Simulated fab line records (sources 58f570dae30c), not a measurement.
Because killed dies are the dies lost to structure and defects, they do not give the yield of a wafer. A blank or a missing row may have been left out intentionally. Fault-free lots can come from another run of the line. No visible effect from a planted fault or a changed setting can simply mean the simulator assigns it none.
Which tool is to blame? || flow berkeleyCmos170 || 13 lots, 39 wafers sampled, at 4 steps of a route of 331

## WHAT THE GAUGES SHOWED, per wafer
UCB170_CONTACT_CD_MEAS_15 targets a cd of 700 nm. Usual: cdNm at 700.3 nm, with a standard deviation of 1.6.
{"lot": "L647", "measured": "day 7 04:34", "on": "cdSem-01", "cdNm (nm)": "697.5 698.2 698.6", "flag": ""}
{"lot": "L646", "measured": "day 7 03:40", "on": "cdSem-02", "cdNm (nm)": "699.4 700.7 699.7", "flag": ""}
{"lot": "L645", "measured": "day 7 05:36", "on": "cdSem-02", "cdNm (nm)": "700.0 699.1 699.7", "flag": ""}
{"lot": "L649", "measured": "day 7 17:40", "on": "cdSem-01", "cdNm (nm)": "699.6 699.6 699.3", "flag": ""}
{"lot": "L650", "measured": "day 7 19:59", "on": "cdSem-02", "cdNm (nm)": "704.6 702.5 702.2", "flag": ""}
{"lot": "L653", "measured": "day 8 15:53", "on": "cdSem-01", "cdNm (nm)": "701.5 700.8 701.6", "flag": ""}
{"lot": "L654", "measured": "day 9 10:08", "on": "cdSem-01", "cdNm (nm)": "698.6 700.1 699.5", "flag": ""}
{"lot": "L656", "measured": "day 9 15:15", "on": "cdSem-01", "cdNm (nm)": "701.8 701.6 701.1", "flag": ""}
{"lot": "L660", "measured": "day 10 02:57", "on": "cdSem-02", "cdNm (nm)": "700.7 700.2 699.1", "flag": ""}
{"lot": "L663", "measured": "day 10 22:57", "on": "cdSem-02", "cdNm (nm)": "698.8 700.6 699.5", "flag": ""}
{"lot": "L665", "measured": "day 10 22:39", "on": "cdSem-01", "cdNm (nm)": "697.5 699.1 697.6", "flag": ""}
{"lot": "L664", "measured": "day 11 20:47", "on": "cdSem-01", "cdNm (nm)": "698.1 698.7 698.7", "flag": ""}
{"lot": "L668", "measured": "day 12 00:32", "on": "cdSem-02", "cdNm (nm)": "699.6 698.9 699.2", "flag": ""}

UCB170_M1_OVL_MEAS_10. Usual: M1_OVL gives -2 nm (standard deviation 5.3).
{"lot": "L647", "measured": "day 7 06:41", "on": "overlay-01", "M1_OVL (nm)": "-2 3 5", "flag": ""}
{"lot": "L646", "measured": "day 7 05:43", "on": "overlay-02", "M1_OVL (nm)": "-7 -5 -1", "flag": ""}
{"lot": "L645", "measured": "day 7 07:58", "on": "overlay-02", "M1_OVL (nm)": "-6 2 -7", "flag": ""}
{"lot": "L649", "measured": "day 7 20:14", "on": "overlay-02", "M1_OVL (nm)": "-6 -2 -2", "flag": ""}
{"lot": "L650", "measured": "day 7 22:01", "on": "overlay-01", "M1_OVL (nm)": "7 -4 1", "flag": ""}
{"lot": "L653", "measured": "day 8 18:29", "on": "overlay-02", "M1_OVL (nm)": "56 52 52", "flag": "OFF"}
{"lot": "L654", "measured": "day 9 12:21", "on": "overlay-01", "M1_OVL (nm)": "52 53 55", "flag": "OFF"}
{"lot": "L656", "measured": "day 9 17:47", "on": "overlay-01", "M1_OVL (nm)": "0 1 0", "flag": ""}
{"lot": "L660", "measured": "day 10 05:11", "on": "overlay-01", "M1_OVL (nm)": "-9 -7 -2", "flag": ""}
{"lot": "L663", "measured": "day 11 00:55", "on": "overlay-02", "M1_OVL (nm)": "-2 -2 5", "flag": ""}
{"lot": "L665", "measured": "day 11 00:44", "on": "overlay-02", "M1_OVL (nm)": "5 -1 2", "flag": ""}
{"lot": "L664", "measured": "day 11 23:05", "on": "overlay-01", "M1_OVL (nm)": "10 5 5", "flag": ""}
{"lot": "L668", "measured": "day 12 02:27", "on": "overlay-02", "M1_OVL (nm)": "-2 9 2", "flag": ""}

## WHAT TOOL EACH LOT RAN ON (gives the tool, then ch and the chambers of the sampled wafers, and finally the start)
{"lot": "L647", "UCB170_PWELL_ETCH_14": "rieDiel-04 ch 0,1,2, day 3 09:29", "UCB170_M1_EXPOSE_06": "krfScanner-02 ch 0, day 7 06:00"}
{"lot": "L646", "UCB170_PWELL_ETCH_14": "rieDiel-02 ch 0,1,2, day 3 10:33", "UCB170_M1_EXPOSE_06": "krfScanner-02 ch 0, day 7 05:12"}
{"lot": "L645", "UCB170_PWELL_ETCH_14": "rieDiel-04 ch 0,3, day 3 10:50", "UCB170_M1_EXPOSE_06": "krfScanner-01 ch 0, day 7 07:09"}
{"lot": "L649", "UCB170_PWELL_ETCH_14": "rieDiel-02 ch 1,2,3, day 3 23:23", "UCB170_M1_EXPOSE_06": "krfScanner-01 ch 0, day 7 19:11"}
{"lot": "L650", "UCB170_PWELL_ETCH_14": "rieDiel-01 ch 0,2,3, day 3 23:52", "UCB170_M1_EXPOSE_06": "krfScanner-02 ch 0, day 7 21:31"}
{"lot": "L653", "UCB170_PWELL_ETCH_14": "rieDiel-01 ch 0,2,3, day 4 14:20", "UCB170_M1_EXPOSE_06": "krfScanner-01 ch 0, day 8 17:20"}
{"lot": "L654", "UCB170_PWELL_ETCH_14": "rieDiel-02 ch 0,1,2, day 4 23:52", "UCB170_M1_EXPOSE_06": "krfScanner-01 ch 0, day 9 11:52"}
{"lot": "L656", "UCB170_PWELL_ETCH_14": "rieDiel-04 ch 0,1,3, day 5 06:08", "UCB170_M1_EXPOSE_06": "krfScanner-02 ch 0, day 9 17:15"}
{"lot": "L660", "UCB170_PWELL_ETCH_14": "rieDiel-04 ch 0,1,2, day 5 23:04", "UCB170_M1_EXPOSE_06": "krfScanner-02 ch 0, day 10 04:29"}
{"lot": "L663", "UCB170_PWELL_ETCH_14": "rieDiel-02 ch 1,2,3, day 6 16:34", "UCB170_M1_EXPOSE_06": "krfScanner-02 ch 0, day 11 00:22"}
{"lot": "L665", "UCB170_PWELL_ETCH_14": "rieDiel-04 ch 0,2, day 7 07:09", "UCB170_M1_EXPOSE_06": "krfScanner-02 ch 0, day 11 00:11"}
{"lot": "L664", "UCB170_PWELL_ETCH_14": "rieDiel-01 ch 0,3, day 7 13:43", "UCB170_M1_EXPOSE_06": "krfScanner-02 ch 0, day 11 22:35"}
{"lot": "L668", "UCB170_PWELL_ETCH_14": "rieDiel-01 ch 1,2,3, day 8 07:34", "UCB170_M1_EXPOSE_06": "krfScanner-02 ch 0, day 12 01:56"}
- UCB170_PWELL_ETCH_14: etches Si3N4 in CH3F/Ar/O2, stops on SiO2, target depth 242 nm, time 151 s.
- UCB170_M1_EXPOSE_06: exposes mask METAL1, target cd 700 nm.

## AS READ BY THE TOOLS THEMSELVES (means over the sampled wafers that have a number; for cases with no such wafer, the mark the record gives instead)
UCB170_PWELL_ETCH_14. Usual: drypumpMotorCurrentA 5.82 A, standard deviation 0.29; oesProductAu 0.947 a.u., standard deviation 0.013; rfFwdPowerW 448.5 W, standard deviation 1.4; throttleValvePct 8.03 %, standard deviation 0.11.
{"lot": "L647", "tool": "rieDiel-04", "drypumpMotorCurrentA (A)": 5.94, "oesProductAu (a.u.)": 0.954, "rfFwdPowerW (W)": 448.1, "throttleValvePct (%)": 8.00, "flag": ""}
{"lot": "L646", "tool": "rieDiel-02", "drypumpMotorCurrentA (A)": 5.74, "oesProductAu (a.u.)": 0.946, "rfFwdPowerW (W)": 449.3, "throttleValvePct (%)": 7.94, "flag": ""}
{"lot": "L645", "tool": "rieDiel-04", "drypumpMotorCurrentA (A)": 5.64, "oesProductAu (a.u.)": 0.958, "rfFwdPowerW (W)": 447.3, "throttleValvePct (%)": 8.05, "flag": ""}
{"lot": "L649", "tool": "rieDiel-02", "drypumpMotorCurrentA (A)": 5.78, "oesProductAu (a.u.)": 0.949, "rfFwdPowerW (W)": 448.2, "throttleValvePct (%)": 7.99, "flag": ""}
{"lot": "L650", "tool": "rieDiel-01", "drypumpMotorCurrentA (A)": 5.79, "oesProductAu (a.u.)": 0.948, "rfFwdPowerW (W)": 449.3, "throttleValvePct (%)": 8.02, "flag": ""}
{"lot": "L653", "tool": "rieDiel-01", "drypumpMotorCurrentA (A)": 5.81, "oesProductAu (a.u.)": 0.946, "rfFwdPowerW (W)": 449.0, "throttleValvePct (%)": 8.03, "flag": ""}
{"lot": "L654", "tool": "rieDiel-02", "drypumpMotorCurrentA (A)": 5.73, "oesProductAu (a.u.)": 0.962, "rfFwdPowerW (W)": 448.2, "throttleValvePct (%)": 7.94, "flag": ""}
{"lot": "L656", "tool": "rieDiel-04", "drypumpMotorCurrentA (A)": 5.77, "oesProductAu (a.u.)": 0.955, "rfFwdPowerW (W)": 447.8, "throttleValvePct (%)": 8.07, "flag": ""}
{"lot": "L660", "tool": "rieDiel-04", "drypumpMotorCurrentA (A)": 5.95, "oesProductAu (a.u.)": 0.946, "rfFwdPowerW (W)": 449.0, "throttleValvePct (%)": 8.00, "flag": ""}
{"lot": "L663", "tool": "rieDiel-02", "drypumpMotorCurrentA (A)": 5.78, "oesProductAu (a.u.)": 0.949, "rfFwdPowerW (W)": 448.5, "throttleValvePct (%)": 8.01, "flag": ""}
{"lot": "L665", "tool": "rieDiel-04", "drypumpMotorCurrentA (A)": 6.10, "oesProductAu (a.u.)": 0.941, "rfFwdPowerW (W)": 448.6, "throttleValvePct (%)": 8.00, "flag": ""}
{"lot": "L664", "tool": "rieDiel-01", "drypumpMotorCurrentA (A)": 5.75, "oesProductAu (a.u.)": 0.955, "rfFwdPowerW (W)": 450.2, "throttleValvePct (%)": 8.00, "flag": ""}
{"lot": "L668", "tool": "rieDiel-01", "drypumpMotorCurrentA (A)": 5.68, "oesProductAu (a.u.)": 0.933, "rfFwdPowerW (W)": 448.6, "throttleValvePct (%)": 8.02, "flag": ""}

UCB170_M1_EXPOSE_06. Usual: exposureDoseMJCm2 at 20.996, with a standard deviation of 0.022.
{"lot": "L647", "tool": "krfScanner-02", "exposureDoseMJCm2": 20.977, "flag": ""}
{"lot": "L646", "tool": "krfScanner-02", "exposureDoseMJCm2": 20.999, "flag": ""}
{"lot": "L645", "tool": "krfScanner-01", "exposureDoseMJCm2": 20.982, "flag": ""}
{"lot": "L649", "tool": "krfScanner-01", "exposureDoseMJCm2": 21.022, "flag": ""}
{"lot": "L650", "tool": "krfScanner-02", "exposureDoseMJCm2": 21.020, "flag": ""}
{"lot": "L653", "tool": "krfScanner-01", "exposureDoseMJCm2": 21.001, "flag": ""}
{"lot": "L654", "tool": "krfScanner-01", "exposureDoseMJCm2": 20.988, "flag": ""}
{"lot": "L656", "tool": "krfScanner-02", "exposureDoseMJCm2": 21.003, "flag": ""}
{"lot": "L660", "tool": "krfScanner-02", "exposureDoseMJCm2": 21.000, "flag": ""}
{"lot": "L663", "tool": "krfScanner-02", "exposureDoseMJCm2": 21.002, "flag": ""}
{"lot": "L665", "tool": "krfScanner-02", "exposureDoseMJCm2": 20.970, "flag": ""}
{"lot": "L664", "tool": "krfScanner-02", "exposureDoseMJCm2": 21.010, "flag": ""}
{"lot": "L668", "tool": "krfScanner-02", "exposureDoseMJCm2": 20.980, "flag": ""}

## THE ANSWER, worked out from the rows above alone
Rule: take the mean of a lot's wafers that have a number; if it is more than 3 standard deviations from the usual mean, the lot is off. A lot without any number at a reading at which 4 lots or more have one is off too. Where the step has rows for the other lots, those lots are counted as sound. After the gauges, taken in route order, come the tools' own readings; for these a lot's mean is taken, as printed above. At the first step where some lot is off, the reading lying furthest off is the one used; lots without a number count as furthest.
Off: L653, L654, at UCB170_M1_OVL_MEAS_10 (M1_OVL).
If a tool, at a process step before that reading, ran all the lots that are off and no sound lot after the first of them, it fits. Gauges at UCB170_M1_OVL_MEAS_10: tried the same way as those tools. One fits: krfScanner-01 at UCB170_M1_EXPOSE_06. A fault onset in the window from L649 (day 7 19:11, its last sound lot) to L653 (day 8 17:20, its first lot off) fits.

## WHAT THE SIMULATOR HAD INSERTED
Scanner matching overlay: krfScanner-01, from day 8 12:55 on, at UCB170_M1_EXPOSE_06. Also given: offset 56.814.
Struck lots among those shown: L653, L654. The rule above reached the same finding.
